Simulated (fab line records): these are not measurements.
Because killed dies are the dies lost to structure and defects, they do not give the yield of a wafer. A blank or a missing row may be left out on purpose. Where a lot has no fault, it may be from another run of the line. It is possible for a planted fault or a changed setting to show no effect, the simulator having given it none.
Struck lot and sound lot, side by side + flow rit_cmos + 15 out of 202 route steps
Sound: wafers L998.1, L998.2, L998.6. Wafers L101.2, L101.3, L101.6 were the ones struck. Last of all comes the cause.
Each step with rows lists, per side, the tool, then ch with its chambers, then its first start. Under that, the readings that differ: sound wafers + struck wafers + difference of the means + sigmas: that difference in standard deviations of wafers without a fault.
alike: readings with means less than 2 such deviations apart, plus words and numbers identical on both sides. not compared: withheld readings, readings lacking a value on some wafer, bounds such as >300 that could conceal the same value, and numbers that have no deviation in the record and whose values overlap.
Wherever a step has rows on one side only, a row that says differs or no value, or a row with sigmas, the two part there. Numbers that have no deviation but don't overlap get no sigmas and don't part them. A reading that every wafer of one side lacks parts them only if that side has two wafers or more.

first, 5 steps without rows for these wafers: RIT_NWELL_COAT_01 (resist thk 1300 nm); RIT_NWELL_SOFTBAKE_02 (time 60 s); RIT_NWELL_EXPOSE_03 (exposes mask M2, target cd 43900 nm); RIT_NWELL_PEB_04; RIT_NWELL_DEVELOP_05 (develop time 68 s).
RIT_NWELL_OVL_MEAS_06:
  sound on overlay-02, day 4 11:12; struck on overlay-02, day 5 04:22
  alike: NWELL_OVL
then, 2 steps without rows for these wafers: RIT_NWELL_HARDBAKE_07 (time 120 s); RIT_NWELL_IMPLANT_08.
RIT_NWELL_STRIP_09: strips in O2, time 180 s.
  sound on plasma_asher-04 ch 0,1, day 4 11:38; struck on plasma_asher-01 ch 0,1, day 5 04:53
  alike: drypump_motor_current_A
  not compared: rf_hours_counter_h
RIT_NWELL_TW_MEAS_10:
  sound on film_metro-01, day 4 11:49; struck on film_metro-04, day 5 05:04
  alike: NWELL_TW
then, 2 steps without rows for these wafers: RIT_PWELL_HMDS_00 (prime time 60 s); RIT_PWELL_COAT_01 (resist thk 1300 nm).
RIT_PWELL_SOFTBAKE_02: time 60 s.
  sound on litho_track-04 ch 0, day 4 12:10; struck on litho_track-04 ch 0, day 5 05:27
| reading                  | sound             | struck            | difference | sigmas |
|--------------------------|-------------------|-------------------|------------|--------|
| heater_power_total_W (W) | 34.63 34.62 34.58 | 35.65 35.62 35.63 | +1.02      | +19    |
| run_length_s (s)         | 88.93 89.07 89.22 | 83.05 82.91 83.05 | -6.07      | -51    |
then, 1 step without rows for these wafers: RIT_PWELL_EXPOSE_03 (exposes mask M3, target cd 43700 nm).
RIT_M1_PROBE_99:
  sound on prober-02, day 6 03:23; struck on prober-01, day 6 22:10
  alike: killed_at_contacts, killed_at_front_end, killed_dies, killed_open, killed_short

## WHERE THEY PART
Only at RIT_PWELL_SOFTBAKE_02, as far as this record shows. Later steps at which nothing parts them and some readings are alike: RIT_M1_PROBE_99.

WHY: the cause the simulator had injected
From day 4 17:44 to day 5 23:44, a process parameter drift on litho_track-04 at RIT_PWELL_SOFTBAKE_02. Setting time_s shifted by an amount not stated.
